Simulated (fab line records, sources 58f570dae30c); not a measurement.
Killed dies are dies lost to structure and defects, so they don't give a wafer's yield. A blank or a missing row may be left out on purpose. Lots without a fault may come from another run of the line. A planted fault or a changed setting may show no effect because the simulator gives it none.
One fault seen from 2 desks | flow berkeley_cmos170 | each desk has only its own numbers; what lay behind them comes last

THE METROLOGY DESK
What the gauges read, lot by lot, whatever tool the lot ran on: means of the sampled wafers that have a number. A lot is out of limits, marked OUT, if its mean lies more than 4 standard deviations from the usual mean; the brackets give that distance.
Columns: A = PWELL_NITRIDE_THK at UCB170_PWELL_THK_MEAS_06, usual 218.8 nm; B = PFIELD_OVL at UCB170_PFIELD_OVL_MEAS_06, usual -2 nm
lot  | first seen here | A     | B
L190 | day 3 11:55     | 221.1 | -3
L191 | day 3 11:55     | 218.6 | -3
L189 | day 3 11:58     | 218.1 | -6
L192 | day 3 21:47     | 219.7 | -2
L193 | day 4 05:13     | 217.8 | 0
L194 | day 4 10:42     | 219.6 | 4
L195 | day 4 15:15     | 219.9 | -1
L198 | day 5 02:49     | 218.6 | -2
L200 | day 5 16:31     | 218.7 | -6
L201 | day 6 01:36     | 218.5 | 7
L204 | day 6 19:02     | 220.2 | -1
L207 | day 7 03:44     | 218.4 | -1
L210 | day 7 16:20     | 219.9 | 1
L212 | day 7 23:09     | 222.5 | -9
This desk's finding: nothing out of limits on any of the 14 lots.

THE TOOL OWNER'S DESK: rie_metal-04
The tool's own readings at UCB170_M1_METAL_ETCH_12 (etches Al in Cl2/BCl3, stops on PSG, target depth 780 nm, time 130 s): means of the sampled wafers that have a number, for each lot that ran on this tool. A lot is out of limits, marked OUT, if its mean lies more than 4 standard deviations from the usual mean; the brackets give that distance.
Columns: A = bias_w at UCB170_M1_METAL_ETCH_12, usual 120.0 W; B = drypump_motor_current_A at UCB170_M1_METAL_ETCH_12, usual 5.6 A; C = oes_product_au at UCB170_M1_METAL_ETCH_12, usual 0.846 a.u.; D = throttle_valve_pct at UCB170_M1_METAL_ETCH_12, usual 24.43 %
lot  | first seen here | A     | B   | C     | D
L190 | day 8 10:11     | 120.1 | 6.0 | 0.854 | 24.38
L194 | day 9 08:18     | 119.7 | 6.0 | 0.857 | 24.38
L198 | day 9 22:08     | 119.9 | 6.0 | 0.849 | 24.37
L201 | day 10 10:14    | 120.7 | 5.8 | 0.858 | 24.35
L207 | day 11 20:55    | 119.8 | 6.0 | 0.881 | 24.35
L210 | day 12 11:16    | 119.9 | 5.8 | 0.871 | 24.34
This desk's finding: nothing out of limits on any of the 6 lots.

PUT TOGETHER
The metrology desk saw nothing out of limits.
The tool owner's desk saw nothing out of limits.

WHAT THE SIMULATOR HAD PUT IN
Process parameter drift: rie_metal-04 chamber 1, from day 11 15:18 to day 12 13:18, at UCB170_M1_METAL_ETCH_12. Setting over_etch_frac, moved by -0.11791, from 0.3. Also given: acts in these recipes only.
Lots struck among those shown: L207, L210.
